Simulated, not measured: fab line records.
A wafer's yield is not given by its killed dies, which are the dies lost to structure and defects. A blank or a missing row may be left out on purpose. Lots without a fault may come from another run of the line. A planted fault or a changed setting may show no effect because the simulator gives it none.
fab line records	flow berkeleyCmos170
record: lots: 7	wafers: 21	lastDay: 12
route steps=331 shown M1@239
lots that met no fault: taken from a fault-free run of the same line
startH: the number of hours between the record's first day and the start of the first shown wafer of the lot	waitH: how many hours have passed since the lot's step before this one	" unchanged from the row above	L1.1+2: a single row standing in for several wafers	- no value, or no start given	* or withheld: withheld	< > ~ a bound
route shown NAME@n: names a module that has steps shown in the file, with the first one's number in the route	usual: mean/standard deviation taken from wafers without a fault	same: alike in all rows	chamber/n: place in a boat	sites: the reading at each site	_std_site: the standard deviation of these	_edge_site: inner sites' mean taken away from outer sites' mean	radiusMm: how far each site lies from the wafer's centre	mask NAME#n: copy n	behind: tool/chamber where the wafer was last shaped	hold: why the lot went on hold/how many hours it stayed there/how the hold came to an end	device: whichever transistor did not switch (one of n, p or np)	end of line: the tests these same wafers got at the end of their route	a step with no rows: only its recipe	killed: not the wafer's yield, but the dies lost to structure and defects at the first sort	map: a wafer's dies, x killed, . not, _ none there
set.NAME: the setting the step ran with; set.NAME@STEP: the setting that earlier step ran with	model.NAME: the simulator's own value behind a step, which no gauge read
certain route steps with their lots: each step a table, each wafer a row
services: the hour from which a tool's chamber was out of use, counted from the record's first day as startH (under 0 if before that day), plus the number of hours and why
== steps ==
step: UCB170_M1_RS_MEAS_01
recipe: thkMeasGauge: four-point-probe	reads: Al_of_M1_SPUTTER_00
usual: M1_AL_RS: 0.0484/0.00056
lot.wafer	tool	chamber	startH	waitH	M1_AL_RS[ohm/sq]
L500.1	filmMetro-04	-	151.90	0.0	0.0499
L500.4	"	-	"	"	0.0490
L500.6	"	-	"	"	0.0491
L502.1	filmMetro-03	-	161.43	0.0	0.0485
L502.2	"	-	"	"	0.0485
L502.6	"	-	"	"	0.0481
L506.1	filmMetro-04	-	176.34	0.0	0.0495
L506.2	"	-	"	"	0.0492
L506.5	"	-	"	"	0.0493
L518.1	filmMetro-04	-	248.20	0.0	0.0477
L518.3	"	-	"	"	0.0471
L518.5	"	-	"	"	0.0475
L520.1	filmMetro-03	-	257.40	0.0	0.0486
L520.2	"	-	"	"	0.0479
L520.3	"	-	"	"	0.0483
L519.4	filmMetro-04	-	258.64	0.1	0.0490
L519.5	"	-	"	"	0.0484
L519.6	"	-	"	"	0.0479
L521.1	filmMetro-04	-	261.73	0.0	0.0483
L521.5	"	-	"	"	0.0487
L521.6	"	-	"	"	0.0483
step: UCB170_M1_THK_MEAS_02
recipe: thkMeasGauge: xrf	reads: Al_of_M1_SPUTTER_00
usual: M1_AL_THK: 595/6.7
lot.wafer	tool	chamber	startH	waitH	M1_AL_THK[nm]
L500.1	filmMetro-04	-	152.02	0.1	578
L500.4	"	-	"	"	591
L500.6	"	-	"	"	589
L502.1	filmMetro-03	-	161.55	0.1	594
L502.2	"	-	"	"	596
L502.6	"	-	"	"	600
L506.1	filmMetro-04	-	176.46	0.1	589
L506.2	"	-	"	"	594
L506.5	"	-	"	"	591
L518.1	filmMetro-04	-	248.32	0.1	603
L518.3	"	-	"	"	611
L518.5	"	-	"	"	605
L520.1	filmMetro-03	-	257.52	0.1	589
L520.2	"	-	"	"	599
L520.3	"	-	"	"	596
L519.4	filmMetro-04	-	258.73	0.1	590
L519.5	"	-	"	"	590
L519.6	"	-	"	"	606
L521.1	filmMetro-04	-	261.85	0.1	597
L521.5	"	-	"	"	594
L521.6	"	-	"	"	595
step: UCB170_M1_COAT_03
recipe: resist: BARC	tempC: withheld	timeS: withheld	spinRpm: 3000	resistThkNm: withheld
step: UCB170_M1_COAT_04
recipe: resist: KrF	spinRpm: 1500	resistThkNm: 900
step: UCB170_M1_SOFTBAKE_05
recipe: resist: KrF	tempC: 130	timeS: 60
step: UCB170_M1_EXPOSE_06
recipe: maskId: METAL1	targetCdNm: 700	na: 0.5	sigmaOuter: 0.6	sourceShape: conventional	doseMj: 21
step: UCB170_M1_PEB_07
recipe: pebTempC: 130	pebTimeS: withheld	resist: KrF
step: UCB170_M1_DEVELOP_08
recipe: developer: TMAH	developTimeS: 45	resist: KrF	devTempC: 21
step: UCB170_M1_CD_MEAS_09
recipe: targetCdNm: 700
usual: cdNm: 700.8/1.8
lot.wafer	tool	chamber	startH	waitH	cdNm
L500.1	cdSem-02	-	153.70	-	701.8
L500.4	"	-	"	"	701.8
L500.6	"	-	"	"	700.1
L502.1	cdSem-01	-	162.83	-	700.5
L502.2	"	-	"	"	699.8
L502.6	"	-	"	"	700.5
L506.1	cdSem-01	-	177.51	-	700.8
L506.2	"	-	"	"	701.2
L506.5	"	-	"	"	701.2
L518.1	cdSem-02	-	249.33	-	701.0
L518.3	"	-	"	"	701.3
L518.5	"	-	"	"	699.9
L520.1	cdSem-02	-	259.07	-	700.4
L520.2	"	-	"	"	700.7
L520.3	"	-	"	"	698.2
L519.4	cdSem-02	-	260.34	-	703.1
L519.5	"	-	"	"	703.9
L519.6	"	-	"	"	702.8
L521.1	cdSem-02	-	263.53	-	699.7
L521.5	"	-	"	"	699.0
L521.6	"	-	"	"	699.3
step: UCB170_M1_OVL_MEAS_10
usual: M1_OVL: 1/5.3
lot.wafer	tool	chamber	startH	waitH	M1_OVL[nm]
L500.1	overlay-02	-	153.82	0.1	3
L500.4	"	-	"	"	1
L500.6	"	-	"	"	2
L502.1	overlay-02	-	162.95	0.1	-1
L502.2	"	-	"	"	-3
L502.6	"	-	"	"	2
L506.1	overlay-02	-	177.63	0.1	-5
L506.2	"	-	"	"	-5
L506.5	"	-	"	"	-10
L518.1	overlay-01	-	249.45	0.1	-1
L518.3	"	-	"	"	-6
L518.5	"	-	"	"	-13
L520.1	overlay-01	-	259.19	0.1	5
L520.2	"	-	"	"	6
L520.3	"	-	"	"	-3
L519.4	overlay-02	-	260.42	0.1	7
L519.5	"	-	"	"	7
L519.6	"	-	"	"	2
L521.1	overlay-01	-	263.65	0.1	-1
L521.5	"	-	"	"	-2
L521.6	"	-	"	"	4
step: UCB170_M1_ETCH_11
recipe: chemistry: N2/H2	targetDepthA: withheld	overetchA: withheld	target: BARC	timeS: withheld	sourceW: 500	biasW: 100	pressureMtorr: 30	n2FlowSccm: 100	h2FlowSccm: 200
usual: drypumpMotorCurrentA: 5.5/0.45	oesProductAu: 0.996/0.018	throttleValvePct: 13.31/0.13
lot.wafer	tool	chamber	startH	waitH	drypumpMotorCurrentA	oesProductAu	throttleValvePct
L500.1	rieDiel-04	2	153.86	0.0	6.1	1.019	13.16
L500.4	"	3	"	"	5.9	1.026	13.43
L500.6	"	2	"	"	6.1	1.029	13.16
L502.1	rieDiel-04	0	162.98	0.0	5.9	1.009	13.42
L502.2	"	1	"	"	5.2	0.939	13.29
L502.6	"	3	"	"	5.9	1.032	13.40
L506.1	rieDiel-02	3	177.66	0.0	6.3	0.984	13.38
L506.2	"	2	"	"	5.5	0.989	13.34
L506.5	"	1	"	"	5.1	0.993	13.35
L518.1	rieDiel-04	2	249.49	0.0	6.1	1.000	13.19
L518.3	"	1	"	"	5.2	0.961	13.29
L518.5	"	1	"	"	5.2	0.956	13.29
L520.1	rieDiel-01	3	259.23	0.0	5.3	0.993	13.46
L520.2	"	2	"	"	5.9	1.001	13.05
L520.3	"	0	"	"	5.6	1.000	13.25
L519.4	rieDiel-01	1	260.44	0.0	4.9	0.989	13.20
L519.5	"	3	"	"	5.3	0.991	13.47
L519.6	"	2	"	"	5.9	0.998	13.05
L521.1	rieDiel-01	1	263.69	0.0	4.9	0.998	13.21
L521.5	"	0	"	"	5.6	1.004	13.26
L521.6	"	3	"	"	5.3	0.993	13.47
step: UCB170_M1_METAL_ETCH_12
recipe: chemistry: Cl2/BCl3	target: Al	stopOn: PSG	pressureMtorr: 12	targetDepthA: 7800	overEtchFrac: 0.3	timeS: 130	icpW: 600	biasW: 120	Cl2_flow_sccm: 90	bcl3FlowSccm: 45
usual: drypumpMotorCurrentA: 5.7/0.33	oesProductAu: 0.846/0.0099	throttleValvePct: 24.39/0.23
same: timeS: 130
lot.wafer	tool	chamber	startH	waitH	drypumpMotorCurrentA	oesProductAu	rfHoursCounterH	throttleValvePct
L500.1	rieMetal-02	1	153.90	-	6.4	0.828	13	24.73
L500.4	"	1	"	"	6.4	0.826	-	24.73
L500.6	"	1	"	"	6.4	0.834	-	24.72
L502.1	rieMetal-03	1	163.02	-	5.7	0.842	10	24.47
L502.2	"	0	"	"	5.3	0.852	7	24.28
L502.6	"	0	"	"	5.3	0.852	-	24.29
L506.1	rieMetal-03	1	177.71	-	5.7	0.835	10	24.46
L506.2	"	0	"	"	5.4	0.841	7	24.29
L506.5	"	1	"	"	5.7	0.829	-	24.49
L518.1	rieMetal-01	0	249.53	-	5.5	0.873	1	24.68
L518.3	"	1	"	"	5.9	0.859	-	24.27
L518.5	"	0	"	"	5.5	0.870	-	24.71
L520.1	rieMetal-03	0	259.27	-	5.3	0.851	9	24.28
L520.2	"	1	"	"	5.7	0.845	11	24.45
L520.3	"	0	"	"	5.3	0.856	-	24.29
L519.4	rieMetal-02	1	260.52	-	6.4	0.831	-	24.73
L519.5	"	0	"	"	5.5	0.839	-	24.01
L519.6	"	1	"	"	6.3	0.844	-	24.73
L521.1	rieMetal-01	1	263.73	-	5.9	0.844	5	24.29
L521.5	"	0	"	"	5.5	0.843	-	24.68
L521.6	"	1	"	"	5.9	0.840	-	24.28
step: UCB170_M1_STRIP_13
recipe: chemistry: O2	powerW: 400	pressureMtorr: 3500	platenTempC: withheld	o2FlowSccm: 400	overashFraction: 0.5
usual: chamberPressureMTorr: 3500/3.2	drypumpMotorCurrentA: 5.5/0.36	oesProductAu: 0.720/0.0045
lot.wafer	tool	chamber	startH	waitH	chamberPressureMTorr	drypumpMotorCurrentA	oesProductAu	rfHoursCounterH	model.KrF_of_M1_COAT_04.thkNm
L500.1	plasmaAsher-04	1	154.03	0.1	3497	5.3	0.717	39	0
L500.4	"	0	"	"	3500	5.6	0.713	-	0
L500.6	"	1	"	"	3501	5.3	0.710	-	0
L502.1	plasmaAsher-04	1	163.16	0.1	3503	5.3	0.716	40	0
L502.2	"	0	"	"	3496	5.6	0.726	40	0
L502.6	"	1	"	"	3498	5.3	0.724	-	0
L506.1	plasmaAsher-02	0	177.84	0.1	3502	5.1	0.714	38	0
L506.2	"	1	"	"	3499	5.3	0.724	38	0
L506.5	"	0	"	"	3497	5.1	0.712	-	0
L518.1	plasmaAsher-04	0	249.66	0.1	-	-	-	-	444.1
L518.3	"	0	"	"	-	-	-	-	437.2
L518.5	"	0	"	"	-	-	-	-	448.7
L520.1	plasmaAsher-02	1	259.40	0.1	-	-	-	-	440.4
L520.2	"	0	"	"	-	-	-	-	441
L520.3	"	1	"	"	-	-	-	-	442.4
L519.4	plasmaAsher-04	0	260.64	0.1	-	-	-	-	422.8
L519.5	"	1	"	"	-	-	-	-	432.9
L519.6	"	0	"	"	-	-	-	-	421
L521.1	plasmaAsher-04	1	263.86	0.1	3504	5.3	0.724	51	0
L521.5	"	1	"	"	3503	5.3	0.728	-	0
L521.6	"	0	"	"	3503	5.6	0.720	-	0
step: UCB170_M1_CD_MEAS_90
recipe: targetCdNm: 700
usual: cdNm: 701.0/2.5
lot.wafer	tool	chamber	startH	waitH	cdNm
L500.1	cdSem-01	-	154.13	0.1	698.8
L500.4	"	-	"	"	699.7
L500.6	"	-	"	"	698.4
L502.1	cdSem-01	-	163.26	0.1	700.4
L502.2	"	-	"	"	699.8
L502.6	"	-	"	"	699.4
L506.1	cdSem-01	-	177.94	0.1	698.7
L506.2	"	-	"	"	700.6
L506.5	"	-	"	"	696.6
L518.1	cdSem-02	-	250.05	0.4	702.2
L518.3	"	-	"	"	706.4
L518.5	"	-	"	"	704.2
L520.1	cdSem-01	-	259.50	0.1	703.0
L520.2	"	-	"	"	701.1
L520.3	"	-	"	"	698.8
L519.4	cdSem-01	-	260.77	0.1	703.1
L519.5	"	-	"	"	699.5
L519.6	"	-	"	"	702.7
L521.1	cdSem-02	-	263.96	0.1	704.1
L521.5	"	-	"	"	700.6
L521.6	"	-	"	"	699.8
== services ==
tool	chamber	startH	hours	kind
rieDiel-02	-	162.00	1.1	repair
rieMetal-03	1	166.60	6.4	repair
rieDiel-02	0	190.97	4.9	repair
rieDiel-04	2	192.78	-	clean
rieDiel-04	2	192.78	25.1	scheduledDown
rieDiel-04	2	192.78	25.1	ventCycle
rieMetal-01	0	195.05	-	clean
rieMetal-01	0	195.05	16.4	scheduledDown
rieMetal-01	0	195.05	16.4	ventCycle
rieDiel-01	-	197.13	14.6	pm
plasmaAsher-02	-	202.30	3.2	repair
rieMetal-01	-	214.03	1.4	pm
rieDiel-01	0	214.85	3.8	repair
rieMetal-03	1	216.44	18.4	repair
rieDiel-01	0	218.70	-	clean
rieDiel-01	0	218.70	25.6	scheduledDown
rieDiel-01	0	218.70	25.6	ventCycle
rieDiel-01	2	221.54	3.4	repair
rieDiel-04	1	229.20	7.8	repair
rieDiel-01	1	241.75	1.5	repair
rieDiel-01	3	241.77	4.8	repair
rieMetal-03	1	262.03	-	clean
rieMetal-03	1	262.03	20.0	scheduledDown
rieMetal-03	1	262.03	20.0	ventCycle
== key ==
firstSign: step: UCB170_M1_STRIP_13	reading: toolRecord	direction: missing
effect none on later readings
modelEffect: step: UCB170_M1_STRIP_13	value: KrF_of_M1_COAT_04.thkNm	without: 0	struck: 436.7
metAt UCB170_M1_STRIP_13
struckWafers L518.1,L518.3,L518.5,L519.4,L519.5,L519.6,L520.1,L520.2,L520.3
laterRowsLeftOut L518.1,L518.3,L518.5,L519.4,L519.5,L519.6,L520.1,L520.2,L520.3
sortLeftOut L518.1,L518.3,L518.5,L519.4,L519.5,L519.6,L520.1,L520.2,L520.3
onsetBetween 177.84 249.66
fault: kind: skippedStepWhole	tool: plasmaAsher-02,plasmaAsher-04	chamber: -	onsetH: 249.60	steps: UCB170_M1_STRIP_13	scope: struckLotsOnly
sortLeftOut: the simulated sort isn't trusted on such a fault, so these wafers' sort isn't shown, and their yield isn't known
laterRowsLeftOut: the simulator's readings of these wafers behind a module that went badly wrong aren't trusted and aren't shown, but for the sort
